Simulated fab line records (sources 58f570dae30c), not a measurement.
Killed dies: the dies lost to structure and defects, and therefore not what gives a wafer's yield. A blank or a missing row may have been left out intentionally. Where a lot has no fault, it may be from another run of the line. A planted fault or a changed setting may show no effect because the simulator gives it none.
Split-lot experiment | flow berkeley cmos170 | 5 lots, 23 wafers read, on a route of 331 steps

== SPLIT DETAILS ==
At UCB170_CONTACT_CVD_01 (deposits PSG from SiH4/O2/PH3, target thk 700 nm, time 2820 s), the setting time s was moved away from the recipe's 2820 s on 20 of the 23 wafers read, by +7.2% to +11.7%. For the rest of the wafers, this setting stayed at what the recipe calls for.

Between the split and the reading, the file records no step.

== THE READING ==
CONTACT_PSG_THK at UCB170_CONTACT_THK_MEAS_02, in nm. A value of 704 nm with a standard deviation of 5.6 nm is what fault-free wafers of this fab line usually give.

wafer  | tool, chamber at the split | time s as run, s | against the recipe | CONTACT_PSG_THK, nm | against lot-mates on the recipe
L074.1 | -, -                       | 3151             | +11.7%             | 784                 | no lot-mate on the recipe
L074.2 | -, -                       | 3151             | +11.7%             | 791                 | no lot-mate on the recipe
L074.3 | -, -                       | 3151             | +11.7%             | 792                 | no lot-mate on the recipe
L074.4 | -, -                       | 3151             | +11.7%             | 782                 | no lot-mate on the recipe
L074.6 | -, -                       | 3151             | +11.7%             | 787                 | no lot-mate on the recipe
L075.1 | lpcvd-02, 1                | 2820             | recipe             | 700                 | -
L075.2 | lpcvd-02, 1                | 2820             | recipe             | 694                 | -
L075.4 | lpcvd-02, 1                | 2820             | recipe             | 701                 | -
L076.1 | -, -                       | 3029             | +7.4%              | 758                 | no lot-mate on the recipe
L076.2 | -, -                       | 3029             | +7.4%              | 755                 | no lot-mate on the recipe
L076.3 | -, -                       | 3029             | +7.4%              | 757                 | no lot-mate on the recipe
L076.4 | -, -                       | 3029             | +7.4%              | 757                 | no lot-mate on the recipe
L076.5 | -, -                       | 3029             | +7.4%              | 751                 | no lot-mate on the recipe
L077.1 | -, -                       | 3023             | +7.2%              | 750                 | no lot-mate on the recipe
L077.3 | -, -                       | 3023             | +7.2%              | 752                 | no lot-mate on the recipe
L077.4 | -, -                       | 3023             | +7.2%              | 751                 | no lot-mate on the recipe
L077.5 | -, -                       | 3023             | +7.2%              | 750                 | no lot-mate on the recipe
L077.6 | -, -                       | 3023             | +7.2%              | 747                 | no lot-mate on the recipe
L079.1 | -, -                       | 3068             | +8.8%              | 767                 | no lot-mate on the recipe
L079.2 | -, -                       | 3068             | +8.8%              | 772                 | no lot-mate on the recipe
L079.4 | -, -                       | 3068             | +8.8%              | 769                 | no lot-mate on the recipe
L079.5 | -, -                       | 3068             | +8.8%              | 767                 | no lot-mate on the recipe
L079.6 | -, -                       | 3068             | +8.8%              | 770                 | no lot-mate on the recipe

FIT RESULTS
A straight line over all 23 wafers: CONTACT_PSG_THK changes by +7.68 nm for each +1% of time s; r = +0.99; the points scatter about the line by 3.7 nm.
Too few moved wafers have a lot-mate on the recipe to fit a line with each lot's own level taken away.

== THE WHOLE CHAIN: every reading that the file lists as answering this split, in the file's order ==
step                       | what it does                                                               | reading                                                                       | change (the file's fit)              | r (the file's)
UCB170_CONTACT_CVD_01      | deposits PSG from SiH4/O2/PH3, target thk 700 nm, time 2820 s              | PSG_of_CONTACT_CVD_01.thk nm (the simulator's own value, which no gauge read) | +7.63 nm for each +1% of the setting | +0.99
UCB170_CONTACT_THK_MEAS_02 |                                                                            | CONTACT_PSG_THK                                                               | +7.65 for each +1% of the setting    | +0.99
UCB170_CONTACT_ETCH_18     | etches PSG in CHF3/CF4/Ar, stops on TiSi2, target depth 840 nm, time 195 s | etch.depth nm (the simulator's own value, which no gauge read)                | +7.61 nm for each +1% of the setting | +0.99
UCB170_CONTACT_ETCH_18     | etches PSG in CHF3/CF4/Ar, stops on TiSi2, target depth 840 nm, time 195 s | CONTACT.feature depth nm (the simulator's own value, which no gauge read)     | +7.63 nm for each +1% of the setting | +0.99

== FILE'S OWN FIT ==
CONTACT_PSG_THK changes by +7.65 nm for each +1% of time s, r = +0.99.
